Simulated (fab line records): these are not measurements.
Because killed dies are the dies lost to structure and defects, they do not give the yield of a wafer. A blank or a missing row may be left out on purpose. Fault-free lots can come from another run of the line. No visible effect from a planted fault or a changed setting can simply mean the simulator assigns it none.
Matching of chambers || flow rit cmos || RIT_SILICIDE_WET_ETCH_00 on wet bench-01: 4 sister chambers
The step etches SiO2 in BOE, target depth 14 nm, time 15 s. 4 wafers are shown with their chamber, then 7 later ones without.

## WAFERS PAIRED WITH THEIR CHAMBERS
{"wafer": "L867.6", "chamber": 1, "temp c (C)": 21.44}
{"wafer": "L871.6", "chamber": 2, "temp c (C)": 21.53}
{"wafer": "L872.6", "chamber": 3, "temp c (C)": 21.45}
{"wafer": "L876.3", "chamber": 0, "temp c (C)": 21.55}

## WAFERS WHOSE CHAMBER IS MISSING
{"wafer": "L876.4", "temp c (C)": 21.53}
{"wafer": "L884.1", "temp c (C)": 21.60}
{"wafer": "L884.2", "temp c (C)": 21.35}
{"wafer": "L884.4", "temp c (C)": 21.54}
{"wafer": "L888.2", "temp c (C)": 21.58}
{"wafer": "L888.4", "temp c (C)": 21.34}
{"wafer": "L888.6", "temp c (C)": 21.49}

## CHAMBER TAKEN BY EACH
{"wafer": "L876.4", "from the rows above": "can't be placed: 2 or 0 or 3 or 1", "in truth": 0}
{"wafer": "L884.1", "from the rows above": "can't be placed: 0 or 2 or 3 or 1", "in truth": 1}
{"wafer": "L884.2", "from the rows above": "can't be placed: 1 or 3 or 2 or 0", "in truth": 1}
{"wafer": "L884.4", "from the rows above": "can't be placed: 2 or 0 or 3 or 1", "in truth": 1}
{"wafer": "L888.2", "from the rows above": "can't be placed: 0 or 2 or 3 or 1", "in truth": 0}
{"wafer": "L888.4", "from the rows above": "can't be placed: 1 or 3 or 2 or 0", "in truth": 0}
{"wafer": "L888.6", "from the rows above": "can't be placed: 3 or 2 or 1 or 0", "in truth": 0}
Correct placement for 0 of the 7. From these rows, 7 cannot be placed; in 7 the true chamber is one of the candidates. Placed wrongly: 0.
How it was worked out, from the rows above alone: a wafer's distance from a chamber is the root of the sum, over the readings, of the square of ((its reading less the chamber's mean) divided by the reading's scatter). The wafer belongs to the nearest chamber; if the next one is less than 2 further off, it can't be placed. For every chamber, the mean is computed from those of its wafers that are shown. The scatter: with one shown wafer a chamber, the root of the mean of the squares of how far each hidden wafer lies from its nearest shown one.
